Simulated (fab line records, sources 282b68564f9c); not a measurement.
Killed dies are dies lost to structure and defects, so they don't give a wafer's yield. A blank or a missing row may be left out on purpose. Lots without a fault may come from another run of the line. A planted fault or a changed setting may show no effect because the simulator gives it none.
Chamber matching | flow rit_cmos | RIT_GATE_ETCH_19 on rie_si-01: 4 sister chambers
The step etches poly-Si in SF6/CHF3/O2, stops on SiO2, time 165 s, target depth 312.5 nm. 15 wafers are shown with their chamber, then 7 later ones without.

WAFERS WITH THEIR CHAMBER
wafer  | chamber | drypump_motor_current_A (A) | throttle_valve_pct (%) | oes_product_au (a.u.)
L837.3 | 2       | 5.2                         | 10.04                  | 0.815
L837.5 | 1       | 5.5                         | 10.20                  | 0.820
L837.6 | 0       | 6.3                         | 10.44                  | 0.835
L839.2 | 0       | 6.3                         | 10.43                  | 0.844
L839.3 | 3       | 6.0                         | 10.21                  | 0.845
L839.4 | 1       | 5.5                         | 10.20                  | 0.822
L841.2 | 0       | 6.3                         | 10.44                  | 0.860
L841.4 | 3       | 5.9                         | 10.23                  | 0.849
L841.6 | 3       | 6.0                         | 10.22                  | 0.852
L845.2 | 3       | 6.0                         | 10.21                  | 0.853
L845.5 | 1       | 5.5                         | 10.21                  | 0.838
L845.6 | 0       | 6.3                         | 10.43                  | 0.867
L847.1 | 0       | 6.3                         | 10.42                  | 0.857
L847.2 | 1       | 5.5                         | 10.20                  | 0.844
L847.5 | 0       | 6.3                         | 10.44                  | 0.855

SIGNATURES (means of the wafers above)
reading                 | chamber 0 | chamber 1 | chamber 2 | chamber 3 | scatter within a chamber
drypump_motor_current_A | 6.300     | 5.500     | 5.200     | 5.975     | 0.0261
throttle_valve_pct      | 10.4333   | 10.2025   | 10.0400   | 10.2175   | 0.00788
oes_product_au          | 0.85300   | 0.83100   | 0.81500   | 0.84975   | 0.0101
Rule: a wafer's distance from a chamber is the root of the sum, over the readings, of the square of ((its reading less the chamber's mean) divided by the reading's scatter). The wafer belongs to the nearest chamber; if the next one is less than 2 further off, it can't be placed. The scatter: the root of (the sum of the squares of (reading less its chamber's mean) over the shown wafers, divided by (wafers less chambers)).

WAFERS WITHOUT THEIR CHAMBER
wafer  | drypump_motor_current_A (A) | throttle_valve_pct (%) | oes_product_au (a.u.)
L849.3 | 6.3                         | 10.44                  | 0.868
L849.4 | 6.0                         | 10.22                  | 0.847
L849.5 | 5.5                         | 10.21                  | 0.840
L853.1 | 5.9                         | 10.21                  | 0.841
L853.5 | 5.9                         | 10.21                  | 0.837
L855.1 | 5.2                         | 10.07                  | 0.844
L855.2 | 5.5                         | 10.20                  | 0.850

WHICH CHAMBER EACH WENT THROUGH
wafer  | from the rows above | in truth
L849.3 | 0                   | 0
L849.4 | 3                   | 3
L849.5 | 1                   | 1
L853.1 | 3                   | 3
L853.5 | 3                   | 3
L855.1 | 2                   | 2
L855.2 | 1                   | 1
Placed correctly: 7 of 7. Can't be placed from these rows: 0. Placed wrongly: 0.
